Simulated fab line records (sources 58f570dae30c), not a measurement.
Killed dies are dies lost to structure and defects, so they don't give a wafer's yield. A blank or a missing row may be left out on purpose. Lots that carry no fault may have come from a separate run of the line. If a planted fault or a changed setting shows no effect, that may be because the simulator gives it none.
Split-lot trial / flow berkeleyCmos170 / route with 331 steps; 5 lots, 23 wafers read

ON THE SPLIT
At UCB170_NWELL_OXIDATION_01 (target thk 26.4 nm, ox time 1260 s), the setting oxTimeS was moved away from the recipe's 1260 s on 20 of the 23 wafers read, by -14.4% to +13.0%. This setting was run at the recipe's value on the other wafers.

There is no step in the file separating the split from the reading.

THE READING
NWELL_OXIDE_THK (nm), taken at UCB170_NWELL_THK_MEAS_02. Fault-free wafers of this fab line usually give 26.3 nm, standard deviation 0.54 nm.

wafer=L074.2; tool, chamber at the split=furnace-04, 0; oxTimeS as run, s=1260; against the recipe=recipe; NWELL_OXIDE_THK, nm=26.1; against lot-mates on the recipe=-
wafer=L074.4; tool, chamber at the split=furnace-04, 0; oxTimeS as run, s=1260; against the recipe=recipe; NWELL_OXIDE_THK, nm=26.3; against lot-mates on the recipe=-
wafer=L074.5; tool, chamber at the split=furnace-04, 0; oxTimeS as run, s=1260; against the recipe=recipe; NWELL_OXIDE_THK, nm=26.1; against lot-mates on the recipe=-
wafer=L077.1; tool, chamber at the split=-, -; oxTimeS as run, s=1079; against the recipe=-14.4%; NWELL_OXIDE_THK, nm=23.7; against lot-mates on the recipe=no lot-mate on the recipe
wafer=L077.2; tool, chamber at the split=-, -; oxTimeS as run, s=1079; against the recipe=-14.4%; NWELL_OXIDE_THK, nm=23.6; against lot-mates on the recipe=no lot-mate on the recipe
wafer=L077.3; tool, chamber at the split=-, -; oxTimeS as run, s=1079; against the recipe=-14.4%; NWELL_OXIDE_THK, nm=24.2; against lot-mates on the recipe=no lot-mate on the recipe
wafer=L077.5; tool, chamber at the split=-, -; oxTimeS as run, s=1079; against the recipe=-14.4%; NWELL_OXIDE_THK, nm=23.6; against lot-mates on the recipe=no lot-mate on the recipe
wafer=L077.6; tool, chamber at the split=-, -; oxTimeS as run, s=1079; against the recipe=-14.4%; NWELL_OXIDE_THK, nm=24.2; against lot-mates on the recipe=no lot-mate on the recipe
wafer=L081.1; tool, chamber at the split=-, -; oxTimeS as run, s=1112; against the recipe=-11.7%; NWELL_OXIDE_THK, nm=24.3; against lot-mates on the recipe=no lot-mate on the recipe
wafer=L081.2; tool, chamber at the split=-, -; oxTimeS as run, s=1112; against the recipe=-11.7%; NWELL_OXIDE_THK, nm=24.1; against lot-mates on the recipe=no lot-mate on the recipe
wafer=L081.4; tool, chamber at the split=-, -; oxTimeS as run, s=1112; against the recipe=-11.7%; NWELL_OXIDE_THK, nm=24.5; against lot-mates on the recipe=no lot-mate on the recipe
wafer=L081.5; tool, chamber at the split=-, -; oxTimeS as run, s=1112; against the recipe=-11.7%; NWELL_OXIDE_THK, nm=24.5; against lot-mates on the recipe=no lot-mate on the recipe
wafer=L081.6; tool, chamber at the split=-, -; oxTimeS as run, s=1112; against the recipe=-11.7%; NWELL_OXIDE_THK, nm=24.5; against lot-mates on the recipe=no lot-mate on the recipe
wafer=L084.1; tool, chamber at the split=-, -; oxTimeS as run, s=1424; against the recipe=+13.0%; NWELL_OXIDE_THK, nm=28.2; against lot-mates on the recipe=no lot-mate on the recipe
wafer=L084.2; tool, chamber at the split=-, -; oxTimeS as run, s=1424; against the recipe=+13.0%; NWELL_OXIDE_THK, nm=27.9; against lot-mates on the recipe=no lot-mate on the recipe
wafer=L084.4; tool, chamber at the split=-, -; oxTimeS as run, s=1424; against the recipe=+13.0%; NWELL_OXIDE_THK, nm=28.2; against lot-mates on the recipe=no lot-mate on the recipe
wafer=L084.5; tool, chamber at the split=-, -; oxTimeS as run, s=1424; against the recipe=+13.0%; NWELL_OXIDE_THK, nm=28.3; against lot-mates on the recipe=no lot-mate on the recipe
wafer=L084.6; tool, chamber at the split=-, -; oxTimeS as run, s=1424; against the recipe=+13.0%; NWELL_OXIDE_THK, nm=28.7; against lot-mates on the recipe=no lot-mate on the recipe
wafer=L085.1; tool, chamber at the split=-, -; oxTimeS as run, s=1091; against the recipe=-13.4%; NWELL_OXIDE_THK, nm=25.7; against lot-mates on the recipe=no lot-mate on the recipe
wafer=L085.2; tool, chamber at the split=-, -; oxTimeS as run, s=1091; against the recipe=-13.4%; NWELL_OXIDE_THK, nm=25.2; against lot-mates on the recipe=no lot-mate on the recipe
wafer=L085.4; tool, chamber at the split=-, -; oxTimeS as run, s=1091; against the recipe=-13.4%; NWELL_OXIDE_THK, nm=25.1; against lot-mates on the recipe=no lot-mate on the recipe
wafer=L085.5; tool, chamber at the split=-, -; oxTimeS as run, s=1091; against the recipe=-13.4%; NWELL_OXIDE_THK, nm=25.0; against lot-mates on the recipe=no lot-mate on the recipe
wafer=L085.6; tool, chamber at the split=-, -; oxTimeS as run, s=1091; against the recipe=-13.4%; NWELL_OXIDE_THK, nm=24.6; against lot-mates on the recipe=no lot-mate on the recipe

THE FIT
A straight line over all 23 wafers: NWELL_OXIDE_THK changes by +0.144 nm for each +1% of oxTimeS; r = +0.96; the points scatter about the line by 0.5 nm.
Too few moved wafers have a lot-mate on the recipe to fit a line with each lot's own level taken away.

THE WHOLE CHAIN: every reading that the file lists as answering this split, in the file's order
step=UCB170_NWELL_OXIDATION_01; what it does=target thk 26.4 nm, ox time 1260 s; reading=SiO2_of_NWELL_OXIDATION_01.thkNm (the simulator's own value, which no gauge read); change (the file's fit)=+0.145 nm for each +1% of the setting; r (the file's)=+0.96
step=UCB170_NWELL_THK_MEAS_02; what it does=; reading=NWELL_OXIDE_THK; change (the file's fit)=+0.144 for each +1% of the setting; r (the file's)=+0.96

FILE'S OWN FIT
NWELL_OXIDE_THK changes by +0.144 nm for each +1% of oxTimeS, r = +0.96.
